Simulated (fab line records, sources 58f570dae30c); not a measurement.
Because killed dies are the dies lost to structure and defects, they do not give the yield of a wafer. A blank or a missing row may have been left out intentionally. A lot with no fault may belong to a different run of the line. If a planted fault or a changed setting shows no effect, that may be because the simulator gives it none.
Matching of chambers -- flow berkeley cmos170 -- UCB170_GATE_ETCH_15 on rie si-02: 4 sister chambers
The step etches poly-Si in HBr/Cl2, stops on SiO2, time 56.3 s, target depth 278.2 nm. 8 wafers are shown with their chamber, then 7 later ones without.

== EACH WAFER AND ITS CHAMBER ==
wafer,chamber,throttle valve pct (%),oes product au (a.u.)
L365.3,1,26.78,0.850
L368.1,3,26.49,0.856
L371.1,1,26.76,0.846
L371.5,2,26.37,0.857
L373.2,2,26.36,0.848
L373.6,0,26.37,0.825
L378.2,0,26.37,0.787
L378.3,3,26.49,0.792

== WAFERS WHOSE CHAMBER IS MISSING ==
wafer,throttle valve pct (%),oes product au (a.u.)
L378.4,26.37,0.791
L381.2,26.37,0.850
L381.3,26.77,0.845
L381.4,26.37,0.821
L384.1,26.36,0.844
L384.3,26.36,0.815
L384.4,26.77,0.848

== THE CHAMBER EACH PASSED THROUGH ==
wafer,from the rows above,in truth
L378.4,can't be placed: 0 or 2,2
L381.2,can't be placed: 2 or 0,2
L381.3,1,1
L381.4,can't be placed: 0 or 2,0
L384.1,can't be placed: 2 or 0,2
L384.3,can't be placed: 0 or 2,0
L384.4,1,1
Correctly placed: 2 of 7. Cannot be placed on the basis of these rows: 5; the candidates contain the true chamber in 5. Number placed wrongly: 0.
How it was worked out, from the rows above alone: a wafer's distance from a chamber is the root of the sum, over the readings, of the square of ((its reading less the chamber's mean) divided by the reading's scatter). The wafer belongs to the nearest chamber; if the next one is less than 2 further off, it can't be placed. The mean given for a chamber averages the wafers shown for that chamber. How the scatter is found: for the shown wafers, subtract from each reading the mean of its chamber, square and add these, divide the total by (wafers less chambers), then take the root.
